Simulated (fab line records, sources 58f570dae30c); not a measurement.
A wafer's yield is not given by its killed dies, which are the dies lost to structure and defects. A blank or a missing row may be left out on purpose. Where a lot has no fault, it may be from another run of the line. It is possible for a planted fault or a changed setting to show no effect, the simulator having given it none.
Split-lot study || flow berkeley_cmos170 || 23 wafers read across 5 lots, on a route 331 steps long

## THE SPLIT
At UCB170_GATE_CVD_04 (deposits poly-Si from SiH4, time 1440 s, target thk 214 nm), the setting temp_c was moved away from the recipe's 610 C on 20 of the 23 wafers read, by -1.9% to +0.9%. The other wafers ran this setting at the recipe's value.

The file shows no step between the split and the reading.

## THE READING
GATE_POLY_THK in nanometres, read at UCB170_GATE_THK_MEAS_05. A value of 213.8 nm with a standard deviation of 2.2 nm is what fault-free wafers of this fab line usually give.

{"wafer": "L075.1", "tool, chamber at the split": "-, -", "temp_c as run, C": 615.4, "against the recipe": "+0.9%", "GATE_POLY_THK, nm": 243.9, "against lot-mates on the recipe": "no lot-mate on the recipe"}
{"wafer": "L075.2", "tool, chamber at the split": "-, -", "temp_c as run, C": 615.4, "against the recipe": "+0.9%", "GATE_POLY_THK, nm": 242.3, "against lot-mates on the recipe": "no lot-mate on the recipe"}
{"wafer": "L075.4", "tool, chamber at the split": "-, -", "temp_c as run, C": 615.4, "against the recipe": "+0.9%", "GATE_POLY_THK, nm": 241.9, "against lot-mates on the recipe": "no lot-mate on the recipe"}
{"wafer": "L075.5", "tool, chamber at the split": "-, -", "temp_c as run, C": 615.4, "against the recipe": "+0.9%", "GATE_POLY_THK, nm": 242.8, "against lot-mates on the recipe": "no lot-mate on the recipe"}
{"wafer": "L075.6", "tool, chamber at the split": "-, -", "temp_c as run, C": 615.4, "against the recipe": "+0.9%", "GATE_POLY_THK, nm": 243.2, "against lot-mates on the recipe": "no lot-mate on the recipe"}
{"wafer": "L080.1", "tool, chamber at the split": "lpcvd-01, 1", "temp_c as run, C": 610, "against the recipe": "recipe", "GATE_POLY_THK, nm": 214.3, "against lot-mates on the recipe": "-"}
{"wafer": "L080.5", "tool, chamber at the split": "lpcvd-01, 1", "temp_c as run, C": 610, "against the recipe": "recipe", "GATE_POLY_THK, nm": 216.4, "against lot-mates on the recipe": "-"}
{"wafer": "L080.6", "tool, chamber at the split": "lpcvd-01, 1", "temp_c as run, C": 610, "against the recipe": "recipe", "GATE_POLY_THK, nm": 215.6, "against lot-mates on the recipe": "-"}
{"wafer": "L076.1", "tool, chamber at the split": "-, -", "temp_c as run, C": 603.6, "against the recipe": "-1.0%", "GATE_POLY_THK, nm": 182.5, "against lot-mates on the recipe": "no lot-mate on the recipe"}
{"wafer": "L076.2", "tool, chamber at the split": "-, -", "temp_c as run, C": 603.6, "against the recipe": "-1.0%", "GATE_POLY_THK, nm": 182.6, "against lot-mates on the recipe": "no lot-mate on the recipe"}
{"wafer": "L076.3", "tool, chamber at the split": "-, -", "temp_c as run, C": 603.6, "against the recipe": "-1.0%", "GATE_POLY_THK, nm": 181.8, "against lot-mates on the recipe": "no lot-mate on the recipe"}
{"wafer": "L076.5", "tool, chamber at the split": "-, -", "temp_c as run, C": 603.6, "against the recipe": "-1.0%", "GATE_POLY_THK, nm": 183.5, "against lot-mates on the recipe": "no lot-mate on the recipe"}
{"wafer": "L076.6", "tool, chamber at the split": "-, -", "temp_c as run, C": 603.6, "against the recipe": "-1.0%", "GATE_POLY_THK, nm": 182.8, "against lot-mates on the recipe": "no lot-mate on the recipe"}
{"wafer": "L079.1", "tool, chamber at the split": "-, -", "temp_c as run, C": 614.9, "against the recipe": "+0.8%", "GATE_POLY_THK, nm": 239.6, "against lot-mates on the recipe": "no lot-mate on the recipe"}
{"wafer": "L079.2", "tool, chamber at the split": "-, -", "temp_c as run, C": 614.9, "against the recipe": "+0.8%", "GATE_POLY_THK, nm": 238.8, "against lot-mates on the recipe": "no lot-mate on the recipe"}
{"wafer": "L079.3", "tool, chamber at the split": "-, -", "temp_c as run, C": 614.9, "against the recipe": "+0.8%", "GATE_POLY_THK, nm": 239.6, "against lot-mates on the recipe": "no lot-mate on the recipe"}
{"wafer": "L079.5", "tool, chamber at the split": "-, -", "temp_c as run, C": 614.9, "against the recipe": "+0.8%", "GATE_POLY_THK, nm": 238.4, "against lot-mates on the recipe": "no lot-mate on the recipe"}
{"wafer": "L079.6", "tool, chamber at the split": "-, -", "temp_c as run, C": 614.9, "against the recipe": "+0.8%", "GATE_POLY_THK, nm": 237.3, "against lot-mates on the recipe": "no lot-mate on the recipe"}
{"wafer": "L084.1", "tool, chamber at the split": "-, -", "temp_c as run, C": 598.7, "against the recipe": "-1.9%", "GATE_POLY_THK, nm": 161.9, "against lot-mates on the recipe": "no lot-mate on the recipe"}
{"wafer": "L084.2", "tool, chamber at the split": "-, -", "temp_c as run, C": 598.7, "against the recipe": "-1.9%", "GATE_POLY_THK, nm": 160.1, "against lot-mates on the recipe": "no lot-mate on the recipe"}
{"wafer": "L084.3", "tool, chamber at the split": "-, -", "temp_c as run, C": 598.7, "against the recipe": "-1.9%", "GATE_POLY_THK, nm": 161.2, "against lot-mates on the recipe": "no lot-mate on the recipe"}
{"wafer": "L084.4", "tool, chamber at the split": "-, -", "temp_c as run, C": 598.7, "against the recipe": "-1.9%", "GATE_POLY_THK, nm": 161.1, "against lot-mates on the recipe": "no lot-mate on the recipe"}
{"wafer": "L084.6", "tool, chamber at the split": "-, -", "temp_c as run, C": 598.7, "against the recipe": "-1.9%", "GATE_POLY_THK, nm": 162.8, "against lot-mates on the recipe": "no lot-mate on the recipe"}

THE FIT
A straight line over all 23 wafers: GATE_POLY_THK changes by +29.8 nm for each +1% of temp_c; r = +1.00; the points scatter about the line by 1.4 nm.
Too few moved wafers with a lot-mate on the recipe to fit a line net of each lot's own level.

## THE WHOLE CHAIN: every reading that the file lists as answering this split, in the file's order
{"step": "UCB170_GATE_CVD_04", "what it does": "deposits poly-Si from SiH4, time 1440 s, target thk 214 nm", "reading": "poly-Si_of_GATE_CVD_04.thk_nm (the simulator's own value, which no gauge read)", "change (the file's fit)": "+29.8 nm for each +1% of the setting", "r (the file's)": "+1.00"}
{"step": "UCB170_GATE_THK_MEAS_05", "what it does": "", "reading": "GATE_POLY_THK", "change (the file's fit)": "+29.8 for each +1% of the setting", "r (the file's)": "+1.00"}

## THE FILE'S OWN FIT
GATE_POLY_THK changes by +29.8 nm for each +1% of temp_c, r = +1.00.
